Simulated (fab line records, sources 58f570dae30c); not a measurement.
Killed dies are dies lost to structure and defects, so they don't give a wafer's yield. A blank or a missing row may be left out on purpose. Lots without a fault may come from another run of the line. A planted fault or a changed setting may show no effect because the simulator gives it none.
fab line records | flow berkeley_cmos170 | part 2 of 2: steps 30 to 42 of 42
record lots=5 wafers=15 last_day=11
route steps=331 shown M1@244 V1@254 M2@271
lots that met no fault: from a run of the same line without faults
start_h: hours from the record's first day to the start of the lot's first wafer shown | wait_h: hours since the lot's step before | " the same as in the row above | L1.1+2: a row that stands for several wafers | - no value, or no start given | * or withheld: withheld | < > ~ a bound
route shown NAME@n: a module of which the file shows steps, and the number in the route of the first | usual: mean/standard deviation of fault-free wafers | same: alike in all rows | chamber/n: place in a boat | sites: the reading at each site | _std_site: their standard deviation | _edge_site: outer sites' mean less inner sites' | radius_mm: how far each site lies from the wafer's centre | mask NAME#n: copy n | behind: the tool/chamber that last shaped the wafer | hold: why the lot was held/for how many hours/how that ended | device: the transistor (n, p or np) that didn't switch | end of line: the same wafers' tests at the end of the route | a step without rows: its recipe alone | killed: dies lost to structure and defects at the first sort, not the wafer's yield | map: a wafer's dies, x killed, . not, _ none there
set.NAME: the setting as run; set.NAME@STEP: as run at that earlier step | model.NAME: the simulator's own value behind a step, which no gauge read
lots at some steps of the route; a table a step, a row a wafer
services: from which hour (start_h, from the record's first day; less than 0 if before it) a tool's chamber was out of use, for how many hours, and why
## steps
# step UCB170_M2_RS_MEAS_02
# recipe thk_meas_gauge=four-point-probe reads=Al_of_M2_SPUTTER_01
# usual M2_AL_RS=0.0321/0.00043
# columns lot.wafer tool chamber start_h wait_h M2_AL_RS[ohm/sq]
L078.1 film_metro-03 - 173.68 0.0 0.0314
L078.3 " - " " 0.0314
L078.5 " - " " 0.0316
L085.1 film_metro-02 - 206.36 0.0 0.0318
L085.3 " - " " 0.0321
L085.5 " - " " 0.0319
L086.1 film_metro-02 - 206.96 0.0 0.0320
L086.2 " - " " 0.0318
L086.5 " - " " 0.0319
L092.2 film_metro-02 - 235.49 0.1 0.0320
L092.4 " - " " 0.0319
L092.5 " - " " 0.0322
L094.1 film_metro-02 - 259.44 0.0 0.0320
L094.2 " - " " 0.0316
L094.5 " - " " 0.0320
# step UCB170_M2_THK_MEAS_03
# recipe thk_meas_gauge=xrf reads=Al_of_M2_SPUTTER_01
# usual M2_AL_THK=899/15
# columns lot.wafer tool chamber start_h wait_h M2_AL_THK[nm]
L078.1 film_metro-03 - 173.80 0.1 909
L078.3 " - " " 908
L078.5 " - " " 903
L085.1 film_metro-02 - 206.48 0.1 915
L085.3 " - " " 910
L085.5 " - " " 918
L086.1 film_metro-02 - 207.08 0.1 904
L086.2 " - " " 919
L086.5 " - " " 917
L092.2 film_metro-02 - 235.60 0.1 908
L092.4 " - " " 916
L092.5 " - " " 909
L094.1 film_metro-02 - 259.56 0.1 918
L094.2 " - " " 925
L094.5 " - " " 911
# step UCB170_M2_HMDS_04
# recipe prime_time_s=60 prime_temp_c=100
# columns lot.wafer tool chamber start_h wait_h
L078.1+3+5 litho_track-01 0 174.15 0.3
L085.1+3+5 litho_track-03 0 206.54 0.1
L086.1+2+5 litho_track-02 0 207.14 0.1
L092.2+4+5 litho_track-01 0 235.80 0.2
L094.1+2+5 litho_track-03 0 259.65 0.1
# step UCB170_M2_COAT_05
# recipe resist=KrF spin_rpm=1500 resist_thk_nm=900
# columns lot.wafer tool chamber start_h wait_h
L078.1+3+5 litho_track-01 0 174.30 0.1
L085.1+3+5 litho_track-03 0 206.69 0.1
L086.1+2+5 litho_track-02 0 207.29 0.1
L092.2+4+5 litho_track-01 0 235.95 0.1
L094.1+2+5 litho_track-03 0 259.80 0.1
# step UCB170_M2_SOFTBAKE_06
# recipe resist=KrF temp_c=130 time_s=60
# columns lot.wafer tool chamber start_h wait_h
L078.1+3+5 litho_track-01 0 174.45 0.1
L085.1+3+5 litho_track-03 0 206.84 0.1
L086.1+2+5 litho_track-02 0 207.44 0.1
L092.2+4+5 litho_track-01 0 236.10 0.1
L094.1+2+5 litho_track-03 0 259.95 0.1
# step UCB170_M2_STRIP_07
# recipe chemistry=O2 power_w=400 pressure_mtorr=3500 platen_temp_c=withheld o2_flow_sccm=400 overash_fraction=0.5
# usual drypump_motor_current_A=5.8/0.51 oes_product_au=0.734/0.0049 strip_time_to_endpoint_s=21.98/0.063
# columns lot.wafer tool chamber start_h wait_h drypump_motor_current_A oes_product_au rf_hours_counter_h strip_time_to_endpoint_s
L078.1 plasma_asher-01 0 174.60 0.1 5.3 0.736 31 22.00
L078.3 " 1 " " 6.6 0.736 - 21.94
L078.5 " 1 " " 6.5 0.727 - 21.99
L085.1 plasma_asher-03 0 206.99 0.1 5.5 0.732 53 21.99
L085.3 " 0 " " 5.5 0.733 - 21.97
L085.5 " 0 " " 5.5 0.724 - 21.98
L086.1 plasma_asher-01 0 207.59 0.1 5.3 0.735 35 22.04
L086.2 " 1 " " 6.5 0.735 35 22.03
L086.5 " 1 " " 6.5 0.729 - 21.97
L092.2 plasma_asher-01 0 236.23 0.1 5.3 0.728 38 21.97
L092.4 " 1 " " 6.5 0.738 - 21.95
L092.5 " 1 " " 6.5 0.742 - 21.99
L094.1 plasma_asher-03 0 260.10 0.1 5.5 0.731 59 21.99
L094.2 " 1 " " 5.4 0.734 59 22.02
L094.5 " 1 " " 5.4 0.739 - 22.01
# step UCB170_M2_STRIP_08
# recipe chemistry=DMSO temp_c=80 time_s=600 material=KrF
# columns lot.wafer tool chamber start_h wait_h
L078.1+3+5 wet_bench-04 1 174.70 0.1
L085.1+3+5 wet_bench-04 3 207.14 0.1
L086.1+2+5 wet_bench-03 1 207.69 0.1
L092.2+4+5 wet_bench-03 0 236.33 0.1
L094.1+2+5 wet_bench-02 2 260.20 0.1
# step UCB170_M2_COAT_09
# recipe resist=BARC temp_c=withheld time_s=withheld spin_rpm=3000 resist_thk_nm=withheld
# columns lot.wafer tool chamber start_h wait_h
L078.1+3+5 litho_track-03 0 175.09 0.2
L085.1+3+5 litho_track-01 0 207.47 0.2
L086.1+2+5 litho_track-01 0 207.92 0.0
L092.2+4+5 litho_track-01 0 236.98 0.5
L094.1+2+5 litho_track-02 0 260.61 0.2
# step UCB170_M2_COAT_10
# recipe resist=KrF spin_rpm=1500 resist_thk_nm=900
# columns lot.wafer tool chamber start_h wait_h
L078.1+3+5 litho_track-03 0 - -
L085.1+3+5 litho_track-01 0 - -
L086.1+2+5 litho_track-01 0 - -
L092.2+4+5 litho_track-01 0 - -
L094.1+2+5 litho_track-02 0 - -
# step UCB170_M2_SOFTBAKE_11
# recipe resist=KrF temp_c=130 time_s=60
# columns lot.wafer tool chamber start_h wait_h
L078.1+3+5 litho_track-03 0 - -
L085.1+3+5 litho_track-01 0 - -
L086.1+2+5 litho_track-01 0 - -
L092.2+4+5 litho_track-01 0 - -
L094.1+2+5 litho_track-02 0 - -
# step UCB170_M2_EXPOSE_12
# recipe mask_id=METAL2 target_cd_nm=700 na=0.5 sigma_outer=0.6 source_shape=conventional dose_mj=26
# usual exposure_dose_mJ_cm2=26.31/0.032
# columns lot.wafer tool chamber start_h wait_h mask exposure_dose_mJ_cm2
L078.1 krf_scanner-02 0 175.67 - METAL2#0 26.29
L078.3 " 0 " " METAL2#0 26.29
L078.5 " 0 " " METAL2#0 26.34
L085.1 krf_scanner-01 0 208.05 - METAL2#0 26.34
L085.3 " 0 " " METAL2#0 26.35
L085.5 " 0 " " METAL2#0 26.36
L086.1 krf_scanner-01 0 208.37 - METAL2#0 26.32
L086.2 " 0 " " METAL2#0 26.32
L086.5 " 0 " " METAL2#0 26.31
L092.2 krf_scanner-01 0 237.45 - METAL2#0 26.34
L092.4 " 0 " " METAL2#0 26.39
L092.5 " 0 " " METAL2#0 26.34
L094.1 krf_scanner-01 0 261.06 - METAL2#0 26.33
L094.2 " 0 " " METAL2#0 26.33
L094.5 " 0 " " METAL2#0 26.31
# step UCB170_M2_PEB_13
# recipe peb_temp_c=130 peb_time_s=withheld resist=KrF
# columns lot.wafer tool chamber start_h wait_h
L078.1+3+5 litho_track-02 0 175.78 0.1
L085.1+3+5 litho_track-01 0 208.37 0.3
L086.1+2+5 litho_track-01 0 208.65 0.3
L092.2+4+5 litho_track-02 0 238.05 0.6
L094.1+2+5 litho_track-03 0 261.44 0.4
# step UCB170_M2_DEVELOP_14
# recipe developer=TMAH develop_time_s=45 resist=KrF dev_temp_c=21
# columns lot.wafer tool chamber start_h wait_h
L078.1+3+5 litho_track-02 0 - -
L085.1+3+5 litho_track-01 0 - -
L086.1+2+5 litho_track-01 0 - -
L092.2+4+5 litho_track-02 0 - -
L094.1+2+5 litho_track-03 0 - -
## services
# columns tool chamber start_h hours kind
plasma_asher-04 - 140.63 4.3 repair
rie_metal-01 0 150.69 1.5 repair
cmp-01 - 154.82 32.0 repair
krf_scanner-01 - 157.29 0.2 repair
plasma_asher-01 - 158.26 15.6 pm
rie_diel-01 0 160.23 2.5 repair
krf_scanner-01 - 164.41 3.0 pm
rie_diel-02 3 165.03 11.4 repair
cmp-01 - 176.87 1.8 repair
krf_scanner-01 - 177.15 0.6 repair
rie_diel-02 0 179.02 21.5 repair
cmp-01 - 188.88 4.5 pm
cmp-02 - 190.82 0.6 repair
krf_scanner-02 - 191.71 0.8 pm
krf_scanner-02 - 197.50 0.6 repair
krf_scanner-01 - 203.50 1.3 pm
rie_diel-01 - 206.76 0.9 repair
rie_diel-01 - 210.06 2.8 pm
krf_scanner-02 - 210.17 3.6 pm
krf_scanner-01 - 226.45 0.8 pm
rie_metal-01 0 246.15 20.6 repair
cmp-02 - 247.29 6.1 pm
krf_scanner-02 - 253.04 1.0 pm
krf_scanner-01 - 258.18 1.0 pm
